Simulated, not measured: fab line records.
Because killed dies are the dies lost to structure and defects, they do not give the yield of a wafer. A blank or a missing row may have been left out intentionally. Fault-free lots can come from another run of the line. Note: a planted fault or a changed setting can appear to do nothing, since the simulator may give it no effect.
Which tool did it? -- flow rit_cmos -- Sampling: 14 lots, 42 wafers, 3 of 202 route steps

== WHAT THE GAUGES SHOWED, per wafer ==
RIT_PWELL_TW_MEAS_10.
lot,measured,on,PWELL_TW
L622,day 1 23:56,film_metro-04,955 951 954
L623,day 2 09:01,film_metro-04,959 962 963
L624,day 2 09:36,film_metro-01,969 967 963
L626,day 2 22:57,film_metro-01,963 961 962
L627,day 3 06:30,film_metro-04,965 967 963
L629,day 3 11:26,film_metro-04,964 969 965
L632,day 4 02:38,film_metro-04,957 962 961
L633,day 4 07:26,film_metro-01,962 960 965
L634,day 4 13:55,film_metro-04,1051 1044 1041
L635,day 4 16:57,film_metro-04,1041 1037 1044
L640,day 5 17:08,film_metro-04,958 957 956
L641,day 5 23:23,film_metro-04,958 960 957
L642,day 6 03:34,film_metro-01,962 957 971
L643,day 6 10:05,film_metro-04,960 964 960

RIT_WELLDRIVE_RS_MEAS_02: uses a four-point probe to measure.
lot,measured,on,PWELL_RS (ohm/sq)
L622,day 2 06:59,film_metro-02,428.7 428.3 428.3
L623,day 2 14:37,film_metro-04,430.2 428.4 428.3
L624,day 2 15:53,film_metro-02,426.6 429.1 429.2
L626,day 3 06:02,film_metro-04,430.5 428.8 428.6
L627,day 3 11:46,film_metro-01,429.7 429.8 430.7
L629,day 3 17:19,film_metro-04,430.0 429.4 429.6
L632,day 4 08:25,film_metro-04,430.1 430.4 428.9
L633,day 4 12:49,film_metro-04,429.4 430.6 429.4
L634,day 4 19:11,film_metro-02,365.1 363.6 363.7
L635,day 4 23:45,film_metro-02,364.3 364.6 364.8
L640,day 5 22:53,film_metro-04,431.2 429.6 431.3
L641,day 6 04:38,film_metro-01,428.9 429.5 429.9
L642,day 6 09:45,film_metro-04,430.2 430.1 430.3
L643,day 6 15:22,film_metro-04,431.2 429.2 430.5

== WHICH TOOL RAN EACH LOT (tool, then ch and the chambers of the sampled wafers, then the start) ==
lot,RIT_PWELL_IMPLANT_08
L622,"implanter-02 ch 0, day 1 23:38"
L623,"implanter-02 ch 0, day 2 08:41"
L624,"implanter-02 ch 0, day 2 09:17"
L626,"implanter-02 ch 0, day 2 22:37"
L627,"implanter-01 ch 0, day 3 06:11"
L629,"implanter-02 ch 0, day 3 11:07"
L632,"implanter-04 ch 0, day 4 02:19"
L633,"implanter-01 ch 0, day 4 07:07"
L634,"implanter-02 ch 0, day 4 13:37"
L635,"implanter-02 ch 0, day 4 16:38"
L640,"implanter-04 ch 0, day 5 16:49"
L641,"implanter-04 ch 0, day 5 23:04"
L642,"implanter-01 ch 0, day 6 03:15"
L643,"implanter-01 ch 0, day 6 09:47"
- RIT_PWELL_IMPLANT_08

== AS READ BY THE TOOLS THEMSELVES (means over the sampled wafers that have a number; for cases with no such wafer, the mark the record gives instead) ==
RIT_PWELL_IMPLANT_08.
lot,tool,dose_ions_cm2,faraday_current_uA
L622,implanter-02,6.994e+13,222
L623,implanter-02,7.006e+13,220
L624,implanter-02,6.990e+13,219
L626,implanter-02,6.992e+13,223
L627,implanter-01,6.995e+13,221
L629,implanter-02,6.996e+13,223
L632,implanter-04,6.987e+13,218
L633,implanter-01,7.001e+13,224
L634,implanter-02,9.104e+13,289
L635,implanter-02,9.092e+13,291
L640,implanter-04,6.990e+13,221
L641,implanter-04,6.987e+13,223
L642,implanter-01,7.000e+13,219
L643,implanter-01,7.006e+13,224

== THE ANSWER, worked out from the rows above alone ==
Rule: the lots themselves supply what counts as usual. Put in order of their means at a reading, lots are off if they are a third of the lots or fewer, leave a main group of 4 or more, and stand apart from it by a gap of 3 or more times the standard deviation of the main group's means; of several such gaps the widest counts. A main group is skipped when, at the precision printed for the reading in the tables above, its means are all equal. Also off: a lot with no number at a reading for which 4 or more lots have one. All remaining lots with rows at the step are treated as sound. Order of review: gauges by route order, followed by the tools' own readings, for which a lot's mean as printed above is used. At the first step where some lot is off, the reading lying furthest off is the one used; lots without a number count as furthest.
Off: L634, L635, seen at RIT_PWELL_TW_MEAS_10 (PWELL_TW). For the main group the mean is 961 and the standard deviation 3.6.
A tool fits if, at a process step before that reading, it ran every lot that is off, and no sound lot after the first of them. The gauges at RIT_PWELL_TW_MEAS_10 aren't tried: what is off there is off at RIT_WELLDRIVE_RS_MEAS_02 too, on other tools, and a gauge's error can't cause that. One fits: implanter-02 at RIT_PWELL_IMPLANT_08. A fault onset in the window from L629 (day 3 11:07, its last sound lot) to L634 (day 4 13:37, its first lot off) fits.
The tool's own readings at RIT_PWELL_IMPLANT_08 bear it out: on the lots that are off they differ by more than 5 times the standard deviation of the sound lots' means. dose_ions_cm2 reads 9.098e+13 there against 6.995e+13 on the sound lots; faraday_current_uA reads 290 there against 221 on the sound lots.

== WHAT WAS PUT IN BY THE SIMULATOR ==
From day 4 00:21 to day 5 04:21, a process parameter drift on implanter-02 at RIT_PWELL_IMPLANT_08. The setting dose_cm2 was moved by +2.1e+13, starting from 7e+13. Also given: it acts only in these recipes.
Struck lots among those shown: L634, L635. The rule above reached the same finding.
